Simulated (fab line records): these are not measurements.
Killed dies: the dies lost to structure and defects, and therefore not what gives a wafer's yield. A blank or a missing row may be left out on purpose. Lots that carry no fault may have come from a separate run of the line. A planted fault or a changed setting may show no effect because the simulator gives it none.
Chamber matching    flow berkeleyCmos170    3 sister chambers for UCB170_SPACER_CVD_00 on pecvd-03
The step deposits SiO2 from TEOS/O2, target thk 376 nm, time 47 s. 20 wafers are shown with their chamber, then 10 later ones without.

== WAFERS, EACH WITH ITS CHAMBER ==
wafer   chamber  heaterPowerW (W)
L077.1  0        372
L077.3  1        352
L077.5  1        340
L079.2  2        315
L079.3  1        310
L079.4  0        382
L082.3  2        308
L082.4  2        320
L082.6  0        409
L084.2  1        321
L084.3  2        234
L084.4  1        342
L087.1  2        332
L087.2  0        302
L087.3  1        354
L087.4  0        321
L087.5  1        258
L087.6  2        228
L089.1  0        385
L089.2  1        354

SIGNATURES (averages over the wafers above)
reading       chamber 0  chamber 1  chamber 2  scatter within a chamber
heaterPowerW  361.83     328.88     289.50     39.6
Rule: for a wafer and a chamber, the distance is found by dividing, reading by reading, the gap between the wafer's reading and the chamber's mean by the reading's scatter, squaring, summing and taking the root. If the next closest chamber is less than 2 further off than the closest, the wafer can't be placed; otherwise it belongs to the closest. The scatter: the root of (the sum of the squares of (reading less its chamber's mean) over the shown wafers, divided by (wafers less chambers)).

== WAFERS MISSING THEIR CHAMBER ==
wafer   heaterPowerW (W)
L089.3  313
L089.4  319
L089.5  258
L089.6  402
L094.3  355
L094.4  374
L094.5  251
L097.2  248
L097.3  335
L097.6  258

== EACH ONE'S CHAMBER ==
wafer   from the rows above           in truth
L089.3  can't be placed: 1 or 2 or 0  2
L089.4  can't be placed: 1 or 2 or 0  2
L089.5  can't be placed: 2 or 1 or 0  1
L089.6  can't be placed: 0 or 1 or 2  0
L094.3  can't be placed: 0 or 1 or 2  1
L094.4  can't be placed: 0 or 1 or 2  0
L094.5  can't be placed: 2 or 1 or 0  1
L097.2  can't be placed: 2 or 1 or 0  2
L097.3  can't be placed: 1 or 0 or 2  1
L097.6  can't be placed: 2 or 1 or 0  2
0 of 10 placed correctly. Unplaceable from these rows: 10, with the true chamber sitting among the candidates in 10. Number placed wrongly: 0.
